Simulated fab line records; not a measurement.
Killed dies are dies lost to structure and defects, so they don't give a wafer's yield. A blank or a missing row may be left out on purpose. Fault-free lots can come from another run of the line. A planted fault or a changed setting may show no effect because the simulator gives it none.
fab line records	flow rit_cmos
record lots=6	wafers=16	last_day=7
route steps=202 shown SDANNEAL@156 PSD@157 NSD@158 PLDD@159 NLDD@160 SILICIDE@161 CONTACT@168
lots with no fault: from the same line, run without faults
start_h: start of the lot's first displayed wafer, in hours after the record's first day	wait_h: hours elapsed since this lot's preceding step	" unchanged from the row above	L1.1+2: a row that stands for several wafers	- no value, or no start given	* or withheld: withheld	< > ~ a bound
route shown NAME@n: NAME is a module with steps in the file, n the number in the route of the first one	usual: mean/standard deviation of fault-free wafers	same: alike in all rows	chamber/n: place in a boat	sites: readings site by site	_std_site: standard deviation across them	_edge_site: outer sites' mean less inner sites'	radius_mm: for every site, how far away it sits from the centre of the wafer	mask NAME#n: copy n	behind: the tool/chamber that last shaped the wafer	hold: what put the lot on hold/how long, in hours/how the hold closed	device: whichever transistor did not switch (one of n, p or np)	end of line: tests of these same wafers at the route's end	for a step that has no rows: nothing shown but its recipe	killed: the dies lost at the first sort to structure and to defects; this is not the yield of the wafer	map: shows each die of a wafer: x if killed, . if not, _ if none is there
set.NAME: the setting as run; set.NAME@STEP: as run at that earlier step	model.NAME: the simulator's own value behind a step, which no gauge read
a table for each step, a row for each wafer; lots at some steps of the route
services: the hour from which a tool's chamber was out of use, counted from the record's first day as start_h (under 0 if before that day), plus the number of hours and why
## steps
# step RIT_SDANNEAL_RTA_03
# recipe temp_c=1050	time_s=5	idle_temp_c=600	ramp_up_c_per_s=342	ramp_down_c_per_s=171	cool_to_c=600	ambient=N2
# usual wafer_temp_C_max=1053.3/1.1
lot.wafer	tool	chamber	start_h	wait_h	wafer_temp_C_max
L532.3	rtp_anneal-01	0	66.49	0.0	1054.5
L532.4	"	0	"	"	1054.2
L532.5	"	0	"	"	1056.1
L534.1	rtp_anneal-01	0	75.61	0.0	1052.5
L534.2	"	0	"	"	1054.3
L534.6	"	0	"	"	1053.5
L544.2	rtp_anneal-01	0	129.21	0.0	1052.1
L544.5	"	0	"	"	1053.3
L544.6	"	0	"	"	1053.5
L546.4	rtp_anneal-01	0	135.38	0.0	1053.0
L548.1	rtp_anneal-01	0	149.02	0.0	1052.3
L548.2	"	0	"	"	1053.7
L548.4	"	0	"	"	1053.4
L551.3	rtp_anneal-02	0	159.24	0.0	1052.7
L551.5	"	0	"	"	1055.0
L551.6	"	0	"	"	1051.5
# step RIT_SDANNEAL_RS_MEAS_04
# recipe thk_meas_gauge=four-point-probe
# usual PSD_RS=114.9/0.31
lot.wafer	tool	chamber	start_h	wait_h	PSD_RS[ohm/sq]
L532.3	film_metro-04	-	66.57	0.1	114.2
L532.4	"	-	"	"	114.4
L532.5	"	-	"	"	114.8
L534.1	film_metro-02	-	75.67	0.0	114.9
L534.2	"	-	"	"	114.8
L534.6	"	-	"	"	115.3
L544.2	film_metro-04	-	129.28	0.1	115.1
L544.5	"	-	"	"	114.8
L544.6	"	-	"	"	115.1
L546.4	film_metro-04	-	135.46	0.1	115.1
L548.1	film_metro-04	-	149.08	0.0	114.3
L548.2	"	-	"	"	114.6
L548.4	"	-	"	"	115.0
L551.3	film_metro-02	-	159.32	0.1	114.6
L551.5	"	-	"	"	114.7
L551.6	"	-	"	"	115.0
# step RIT_SDANNEAL_RS_MEAS_05
# recipe thk_meas_gauge=four-point-probe
# usual NSD_RS=84.52/0.27
lot.wafer	tool	chamber	start_h	wait_h	NSD_RS[ohm/sq]
L532.3	film_metro-04	-	66.69	0.1	84.70
L532.4	"	-	"	"	84.68
L532.5	"	-	"	"	84.81
L534.1	film_metro-02	-	75.79	0.1	84.50
L534.2	"	-	"	"	84.33
L534.6	"	-	"	"	84.66
L544.2	film_metro-04	-	129.40	0.1	84.55
L544.5	"	-	"	"	84.53
L544.6	"	-	"	"	84.59
L546.4	film_metro-04	-	135.58	0.1	84.63
L548.1	film_metro-04	-	149.20	0.1	84.23
L548.2	"	-	"	"	84.21
L548.4	"	-	"	"	84.13
L551.3	film_metro-02	-	159.44	0.1	84.95
L551.5	"	-	"	"	84.98
L551.6	"	-	"	"	84.67
# step RIT_SDANNEAL_RS_MEAS_06
# recipe thk_meas_gauge=four-point-probe
# usual PLDD_RS=179.2/0.5
lot.wafer	tool	chamber	start_h	wait_h	PLDD_RS[ohm/sq]
L532.3	film_metro-04	-	66.81	0.1	178.6
L532.4	"	-	"	"	178.5
L532.5	"	-	"	"	179.1
L534.1	film_metro-02	-	75.91	0.1	179.3
L534.2	"	-	"	"	179.9
L534.6	"	-	"	"	179.8
L544.2	film_metro-04	-	129.52	0.1	178.9
L544.5	"	-	"	"	179.3
L544.6	"	-	"	"	179.3
L546.4	film_metro-04	-	135.70	0.1	178.7
L548.1	film_metro-04	-	149.32	0.1	179.0
L548.2	"	-	"	"	178.4
L548.4	"	-	"	"	179.6
L551.3	film_metro-02	-	159.56	0.1	178.8
L551.5	"	-	"	"	178.5
L551.6	"	-	"	"	179.0
# step RIT_SDANNEAL_RS_MEAS_07
# recipe thk_meas_gauge=four-point-probe
# usual NLDD_RS=149.7/0.45
lot.wafer	tool	chamber	start_h	wait_h	NLDD_RS[ohm/sq]
L532.3	film_metro-04	-	66.93	0.1	149.7
L532.4	"	-	"	"	149.0
L532.5	"	-	"	"	149.3
L534.1	film_metro-02	-	76.03	0.1	149.6
L534.2	"	-	"	"	149.1
L534.6	"	-	"	"	149.5
L544.2	film_metro-04	-	129.64	0.1	149.7
L544.5	"	-	"	"	149.4
L544.6	"	-	"	"	149.6
L546.4	film_metro-04	-	135.82	0.1	150.0
L548.1	film_metro-04	-	149.44	0.1	149.3
L548.2	"	-	"	"	149.2
L548.4	"	-	"	"	148.5
L551.3	film_metro-02	-	159.68	0.1	150.4
L551.5	"	-	"	"	149.8
L551.6	"	-	"	"	149.9
# step RIT_SILICIDE_WET_ETCH_00
# recipe chemistry=BOE	target=SiO2	target_depth_nm=14	time_s=15	dry=n2_spin	dilution=10:1	temp_c=21.5
# step RIT_SILICIDE_SPUTTER_01
# recipe material=Ti	target_thk_nm=30	power_w=350	chamber_pressure_pa=0.667	gas=Ar	time_s=240	substrate_temp_c=25
# usual cathode_dc_power_W=350.01/0.063	throttle_valve_pct=30.0/0.55
lot.wafer	tool	chamber	start_h	wait_h	cathode_dc_power_W	throttle_valve_pct
L532.3	pvd_sputter-01	-	67.02	0.0	349.92	30.4
L532.4	"	-	"	"	350.05	30.3
L532.5	"	-	"	"	350.01	29.7
L534.1	pvd_sputter-03	-	76.17	0.0	350.11	30.2
L534.2	"	-	"	"	350.05	29.0
L534.6	"	-	"	"	350.05	30.2
L544.2	pvd_sputter-01	-	129.75	0.0	350.08	30.6
L544.5	"	-	"	"	349.96	30.2
L544.6	"	-	"	"	349.96	29.8
L546.4	pvd_sputter-01	-	135.90	0.0	350.04	30.4
L548.1	pvd_sputter-01	-	149.57	0.0	349.90	30.6
L548.2	"	-	"	"	350.00	29.9
L548.4	"	-	"	"	350.02	29.9
L551.3	pvd_sputter-04	-	159.78	0.0	350.02	29.4
L551.5	"	-	"	"	350.09	29.2
L551.6	"	-	"	"	350.01	30.3
# step RIT_SILICIDE_RS_MEAS_02
# recipe thk_meas_gauge=four-point-probe	reads=Ti_of_SILICIDE_SPUTTER_01
# usual SILICIDE_TI_RS=48.1/0.52
lot.wafer	tool	chamber	start_h	wait_h	SILICIDE_TI_RS[ohm/sq]
L532.3	film_metro-04	-	67.21	0.1	48.2
L532.4	"	-	"	"	49.0
L532.5	"	-	"	"	48.5
L534.1	film_metro-03	-	76.32	0.1	47.3
L534.2	"	-	"	"	47.8
L534.6	"	-	"	"	47.2
L544.2	film_metro-01	-	129.92	0.1	49.1
L544.5	"	-	"	"	48.4
L544.6	"	-	"	"	48.9
L546.4	film_metro-01	-	136.11	0.1	47.7
L548.1	film_metro-03	-	149.72	0.1	48.2
L548.2	"	-	"	"	47.4
L548.4	"	-	"	"	47.8
L551.3	film_metro-04	-	159.97	0.1	48.0
L551.5	"	-	"	"	47.8
L551.6	"	-	"	"	48.1
# step RIT_SILICIDE_THK_MEAS_03
# recipe thk_meas_gauge=xrf	reads=Ti_of_SILICIDE_SPUTTER_01
# usual SILICIDE_TI_THK=29.82/0.29
lot.wafer	tool	chamber	start_h	wait_h	SILICIDE_TI_THK[nm]
L532.3	film_metro-04	-	67.31	0.1	29.79
L532.4	"	-	"	"	29.30
L532.5	"	-	"	"	29.65
L534.1	film_metro-03	-	76.44	0.1	30.30
L534.2	"	-	"	"	29.91
L534.6	"	-	"	"	30.33
L544.2	film_metro-01	-	130.03	0.1	29.19
L544.5	"	-	"	"	29.55
L544.6	"	-	"	"	29.41
L546.4	film_metro-01	-	136.20	0.1	29.94
L548.1	film_metro-03	-	149.84	0.1	29.66
L548.2	"	-	"	"	30.01
L548.4	"	-	"	"	29.93
L551.3	film_metro-04	-	160.07	0.1	30.05
L551.5	"	-	"	"	30.15
L551.6	"	-	"	"	29.96
# step RIT_SILICIDE_RTA_04
# recipe temp_c=650	time_s=10	idle_temp_c=25	ramp_up_s=5	ramp_down_s=5	cool_to_c=25	ambient=N2
# usual wafer_temp_C_max=653.1/1.2
lot.wafer	tool	chamber	start_h	wait_h	wafer_temp_C_max
L532.3	rtp_anneal-02	0	67.37	0.1	651.7
L532.4	"	0	"	"	652.1
L532.5	"	0	"	"	651.7
L534.1	rtp_anneal-02	0	76.50	0.1	651.5
L534.2	"	0	"	"	652.3
L534.6	"	0	"	"	651.8
L544.2	rtp_anneal-01	0	130.09	0.1	654.0
L544.5	"	0	"	"	654.8
L544.6	"	0	"	"	654.1
L546.4	rtp_anneal-02	0	136.26	0.1	652.4
L548.1	rtp_anneal-02	0	149.90	0.1	652.3
L548.2	"	0	"	"	652.3
L548.4	"	0	"	"	651.4
L551.3	rtp_anneal-01	0	160.13	0.1	654.1
L551.5	"	0	"	"	654.0
L551.6	"	0	"	"	654.2
# step RIT_SILICIDE_WET_ETCH_05
# recipe chemistry=SPM	target=Ti	temp_c=90	time_s=120	dry=n2_spin
# step RIT_SILICIDE_RTA_06
# recipe temp_c=750	time_s=10	idle_temp_c=25	ramp_up_s=5	ramp_down_s=10	cool_to_c=25	ambient=N2
# usual wafer_temp_C_max=753.4/1.4
lot.wafer	tool	chamber	start_h	wait_h	wafer_temp_C_max
L532.3	rtp_anneal-01	0	67.52	0.0	754.2
L532.4	"	0	"	"	755.0
L532.5	"	0	"	"	754.2
L534.1	rtp_anneal-01	0	76.61	0.0	755.7
L534.2	"	0	"	"	754.8
L534.6	"	0	"	"	755.4
L544.2	rtp_anneal-02	0	130.20	0.0	753.0
L544.5	"	0	"	"	752.2
L544.6	"	0	"	"	752.5
L546.4	rtp_anneal-01	0	136.37	0.0	755.7
L548.1	rtp_anneal-01	0	150.02	0.0	753.9
L548.2	"	0	"	"	754.7
L548.4	"	0	"	"	756.2
L551.3	rtp_anneal-02	0	160.24	0.0	752.4
L551.5	"	0	"	"	752.4
L551.6	"	0	"	"	752.1
# step RIT_CONTACT_CVD_00
# recipe material=SiO2	target_thk_nm=400	precursor=TEOS	temp_c=390	time_s=62.96	rf_w=400
# usual heater_power_w=380/61
lot.wafer	tool	chamber	start_h	wait_h	heater_power_w	model.SiO2_of_CONTACT_CVD_00.thk_nm
L532.3	pecvd-01	2	67.57	0.0	392	419.3
L532.4	"	1	"	"	393	420.4
L532.5	"	0	"	"	318	422.5
L534.1	pecvd-03	2	76.68	0.1	388	410.5
L534.2	"	0	"	"	302	404.6
L534.6	"	0	"	"	319	417.9
L544.2	pecvd-01	0	130.26	0.0	338	415.3
L544.5	"	2	"	"	348	594.4
L544.6	"	1	"	"	498	416.3
L546.4	pecvd-01	2	136.43	0.0	395	580.4
L548.1	pecvd-02	2	150.08	0.1	339	408
L548.2	"	0	"	"	412	407.8
L548.4	"	1	"	"	367	415.9
L551.3	pecvd-02	2	160.29	0.0	324	407.6
L551.5	"	2	"	"	337	417.4
L551.6	"	1	"	"	346	418.9
# step RIT_CONTACT_THK_MEAS_01
# recipe reads=SiO2_of_CONTACT_CVD_00
# usual CONTACT_TEOS_THK=413/5.4
lot.wafer	tool	chamber	start_h	wait_h	hold	CONTACT_TEOS_THK[nm]
L532.3	film_metro-02	-	67.64	0.0	-	419
L532.4	"	-	"	"	-	421
L532.5	"	-	"	"	-	423
L534.1	film_metro-04	-	76.73	0.0	-	410
L534.2	"	-	"	"	-	404
L534.6	"	-	"	"	-	418
L544.2	film_metro-02	-	130.32	0.0	await_dispo/0.2h/release	415
L544.5	"	-	"	"	await_dispo/0.2h/release	594
L544.6	"	-	"	"	await_dispo/0.2h/release	416
L544.2	film_metro-02	-	130.55	0.2	-	415
L544.5	"	-	"	"	-	594
L544.6	"	-	"	"	-	416
L546.4	film_metro-04	-	136.49	0.0	await_dispo/0.2h/release	580
L546.4	film_metro-04	-	136.71	0.2	-	581
L548.1	film_metro-04	-	150.13	0.0	-	408
L548.2	"	-	"	"	-	408
L548.4	"	-	"	"	-	416
L551.3	film_metro-01	-	160.36	0.0	-	408
L551.5	"	-	"	"	-	418
L551.6	"	-	"	"	-	419
# step RIT_CONTACT_COAT_03
# recipe resist=NOVOLAK	spin_rpm=3250	resist_thk_nm=1000
# step RIT_CONTACT_SOFTBAKE_04
# recipe resist=NOVOLAK	temp_c=90	time_s=60
# step RIT_CONTACT_EXPOSE_05
# recipe mask_id=M11	na=0.6	source_shape=conventional	sigma_outer=0.5	target_cd_nm=1000	dose_mj=250
# step RIT_CONTACT_PEB_06
# recipe resist=NOVOLAK	temp_c=withheld	time_s=withheld
# step RIT_CONTACT_DEVELOP_07
# recipe resist=NOVOLAK	develop_time_s=120	dev_temp_c=23
# step RIT_CONTACT_CD_MEAS_08
# recipe target_cd_nm=1000
# usual cd_nm=999.7/2.3
lot.wafer	tool	chamber	start_h	wait_h	cd_nm
L532.3	cd_sem-02	-	68.81	-	1000.2
L532.4	"	-	"	"	1001.4
L532.5	"	-	"	"	1001.1
L534.1	cd_sem-02	-	77.88	-	1002.4
L534.2	"	-	"	"	1001.0
L534.6	"	-	"	"	1002.2
L544.2	cd_sem-01	-	134.03	-	999.4
L544.5	"	-	"	"	998.9
L544.6	"	-	"	"	998.3
L546.4	cd_sem-02	-	141.94	-	998.8
L548.1	cd_sem-01	-	151.37	-	1000.6
L548.2	"	-	"	"	1001.0
L548.4	"	-	"	"	1001.1
L551.3	cd_sem-02	-	161.53	-	1000.2
L551.5	"	-	"	"	1000.0
L551.6	"	-	"	"	1000.2
# step RIT_CONTACT_OVL_MEAS_09
# usual CONTACT_OVL=1.0/1.7
lot.wafer	tool	chamber	start_h	wait_h	CONTACT_OVL[nm]
L532.3	overlay-01	-	68.90	0.1	2.6
L532.4	"	-	"	"	2.8
L532.5	"	-	"	"	5.8
L534.1	overlay-02	-	78.00	0.1	1.4
L534.2	"	-	"	"	-0.2
L534.6	"	-	"	"	-0.4
L544.2	overlay-01	-	134.14	0.1	1.4
L544.5	"	-	"	"	1.9
L544.6	"	-	"	"	0.2
L546.4	overlay-01	-	142.02	0.1	-1.0
L548.1	overlay-01	-	151.49	0.1	-0.1
L548.2	"	-	"	"	0.5
L548.4	"	-	"	"	0.2
L551.3	overlay-01	-	161.62	0.1	-0.7
L551.5	"	-	"	"	1.3
L551.6	"	-	"	"	2.1
# step RIT_CONTACT_HARDBAKE_10
# recipe resist=NOVOLAK	temp_c=140	time_s=60
# step RIT_CONTACT_ETCH_11
# recipe target_depth_a=4800	over_etch_frac=0.2	stop_on=TiSi2	chemistry=CHF3/CF4/Ar	target=SiO2	CHF3_flow_sccm=50	cf4_flow_sccm=10	Ar_flow_sccm=100	O2_flow_sccm=5	pressure_mtorr=100	rf_w=200	time_s=335
# usual CHF3_flow_sccm=50.01/0.15	drypump_motor_current_A=5.5/0.33	oes_product_au=0.990/0.016	throttle_valve_pct=8.86/0.16
# same over_etch_frac=0.2
lot.wafer	tool	chamber	start_h	wait_h	CHF3_flow_sccm	drypump_motor_current_A	oes_product_au	rf_hours_counter_h	throttle_valve_pct	model.etch.depth_nm	model.CONTACT.feature_depth_nm
L532.3	rie_diel-02	0	69.07	0.1	50.09	5.8	0.994	109	8.93	419.3	419.3
L532.4	"	3	"	"	49.88	5.5	1.003	86	8.64	420.4	420.4
L532.5	"	1	"	"	50.36	5.3	0.999	-	9.04	422.5	422.5
L534.1	rie_diel-04	0	78.19	0.1	49.91	5.7	0.998	135	8.94	410.5	410.5
L534.2	"	1	"	"	49.78	6.1	0.998	14	8.77	404.6	404.6
L534.6	"	2	"	"	50.14	5.6	0.965	-	8.56	417.9	417.9
L544.2	rie_diel-02	1	134.32	0.1	50.18	5.3	0.994	5	9.04	415.3	415.3
L544.5	"	1	"	"	50.06	5.3	1.011	-	9.04	508	508
L544.6	"	2	"	"	49.96	4.9	0.963	-	8.80	416.3	416.3
L546.4	rie_diel-02	0	142.19	0.1	49.93	5.9	0.999	111	8.92	497.5	497.5
L548.1	rie_diel-03	1	151.68	0.1	50.18	5.5	0.984	48	8.70	408	408
L548.2	"	2	"	"	49.87	5.5	1.003	97	9.01	407.8	407.8
L548.4	"	1	"	"	50.34	5.5	0.982	-	8.71	415.9	415.9
L551.3	rie_diel-03	0	161.79	0.1	49.91	5.1	0.982	0	8.89	407.6	407.6
L551.5	"	2	"	"	50.06	5.5	0.998	-	9.01	417.4	417.4
L551.6	"	3	"	"	50.17	5.9	0.971	-	9.02	418.9	418.9
# step RIT_CONTACT_STRIP_12
# recipe chemistry=O2	time_s=180	resist=NOVOLAK	platen_temp_c=withheld	power_w=500	pressure_mtorr=4000	o2_flow_sccm=4000
# usual drypump_motor_current_A=5.7/0.48	rf_refl_power_W=6.4/1.4
lot.wafer	tool	chamber	start_h	wait_h	drypump_motor_current_A	rf_hours_counter_h	rf_refl_power_W
L532.3	plasma_asher-03	1	69.33	0.2	5.2	-	6.4
L532.4	"	0	"	"	6.3	-	7.7
L532.5	"	0	"	"	6.4	-	7.3
L534.1	plasma_asher-03	1	78.38	0.1	5.2	27	5.8
L534.2	"	0	"	"	6.4	27	6.8
L534.6	"	0	"	"	6.4	-	7.2
L544.2	plasma_asher-03	0	134.51	0.1	6.4	33	7.0
L544.5	"	0	"	"	6.4	-	7.1
L544.6	"	1	"	"	5.2	-	6.5
L546.4	plasma_asher-03	1	142.44	0.2	5.2	-	6.4
L548.1	plasma_asher-02	0	151.88	0.1	5.7	51	6.1
L548.2	"	1	"	"	5.8	51	5.4
L548.4	"	0	"	"	5.8	-	6.5
L551.3	plasma_asher-02	1	162.05	0.2	5.8	-	5.6
L551.5	"	0	"	"	5.8	-	6.2
L551.6	"	1	"	"	5.8	-	5.7
# step RIT_CONTACT_CD_MEAS_90
# recipe target_cd_nm=1000
# usual cd_nm=999.8/2.2
lot.wafer	tool	chamber	start_h	wait_h	cd_nm
L532.3	cd_sem-01	-	69.48	0.1	999.9
L532.4	"	-	"	"	1001.6
L532.5	"	-	"	"	1001.6
L534.1	cd_sem-02	-	78.56	0.1	1002.4
L534.2	"	-	"	"	1001.1
L534.6	"	-	"	"	1002.7
L544.2	cd_sem-02	-	134.71	0.1	999.1
L544.5	"	-	"	"	999.5
L544.6	"	-	"	"	999.2
L546.4	cd_sem-01	-	142.61	0.1	999.0
L548.1	cd_sem-01	-	152.05	0.1	1000.1
L548.2	"	-	"	"	1000.9
L548.4	"	-	"	"	1001.0
L551.3	cd_sem-01	-	162.20	0.1	1000.1
L551.5	"	-	"	"	1000.1
L551.6	"	-	"	"	1000.4
# step RIT_CONTACT_CLEAN_13
# recipe chemistry=SC1	mix=3:3:50	time_s=600	temp_c=75
lot.wafer	tool	chamber	start_h	wait_h	model.SiO2_of_CONTACT_CVD_00.thk_nm
L532.3	wet_bench-04	2	69.56	0.1	415.2
L532.4	"	2	"	"	416.3
L532.5	"	2	"	"	418.4
L534.1	wet_bench-04	3	78.68	0.1	406.5
L534.2	"	3	"	"	400.6
L534.6	"	3	"	"	413.8
L544.2	wet_bench-04	0	134.96	0.2	411.2
L544.5	"	0	"	"	590.3
L544.6	"	0	"	"	412.2
L546.4	wet_bench-02	0	142.67	0.0	576.3
L548.1	wet_bench-04	2	152.17	0.1	403.9
L548.2	"	2	"	"	403.6
L548.4	"	2	"	"	411.8
L551.3	wet_bench-02	3	162.28	0.1	403.5
L551.5	"	3	"	"	413.4
L551.6	"	3	"	"	414.9
# step RIT_CONTACT_CLEAN_14
# recipe chemistry=SC2	mix=3:3:50	time_s=600	temp_c=75	dry=n2_spin
## services
tool	chamber	start_h	hours	kind
pecvd-02	0	50.70	9.6	repair
rie_diel-04	2	55.77	5.1	repair
wet_bench-02	-	69.68	2.6	repair
pvd_sputter-04	-	70.36	1.3	repair
pvd_sputter-01	-	95.55	3.5	repair
pecvd-02	-	108.68	2.8	pm
plasma_asher-02	-	109.32	2.8	pm
pvd_sputter-01	-	122.45	3.9	repair
pecvd-02	-	123.35	1.2	repair
pecvd-03	-	126.53	14.6	pm
pecvd-02	2	138.91	5.6	repair
rie_diel-03	0	140.42	-	clean
rie_diel-03	0	140.42	19.8	scheduled_down
rie_diel-03	0	140.42	19.8	vent_cycle
rie_diel-03	1	159.66	3.9	repair
## key
first_sign step=RIT_CONTACT_THK_MEAS_01	reading=visit	direction=added
effect step=RIT_CONTACT_THK_MEAS_01	reading=CONTACT_TEOS_THK	direction=up	sigmas=32	usual=413	struck=587
model_effect step=RIT_CONTACT_CVD_00	value=SiO2_of_CONTACT_CVD_00.thk_nm	without=414.5	struck=587.4
model_effect step=RIT_CONTACT_ETCH_11	value=etch.depth_nm	without=414.5	struck=502.7
model_effect step=RIT_CONTACT_CLEAN_13	value=SiO2_of_CONTACT_CVD_00.thk_nm	without=410.4	struck=583.3
met_at RIT_CONTACT_CVD_00
struck_wafers L544.5,L546.4
later_rows_left_out L544.5,L546.4
sort_left_out L544.5,L546.4
tester_left_out L544,L546
onset_between 67.57 130.26
earlier_fault kind=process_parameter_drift	tool=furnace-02	chamber=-	onset_h=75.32	steps=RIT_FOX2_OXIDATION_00	channel=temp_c	offset=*	shape=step	end_h=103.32	acts_in=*	stated=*
fault kind=process_parameter_drift	tool=pecvd-01	chamber=2	onset_h=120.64	steps=RIT_CONTACT_CVD_00	channel=target_thk_nm	offset=166.26	shape=step	end_h=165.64	stated=400
# tester_left_out: of these lots the tester's yield and bins aren't shown, on N5 and GAA mostly nor the transistor test; their killed dies are dies lost to structure and defects alone, not to doping, threshold or leakage, so they don't give the yield
# sort_left_out: the simulated sort isn't trusted on such a fault, so these wafers' sort isn't shown, and their yield isn't known
# later_rows_left_out: the simulator's readings of these wafers behind a module that went badly wrong aren't trusted and aren't shown, but for the sort
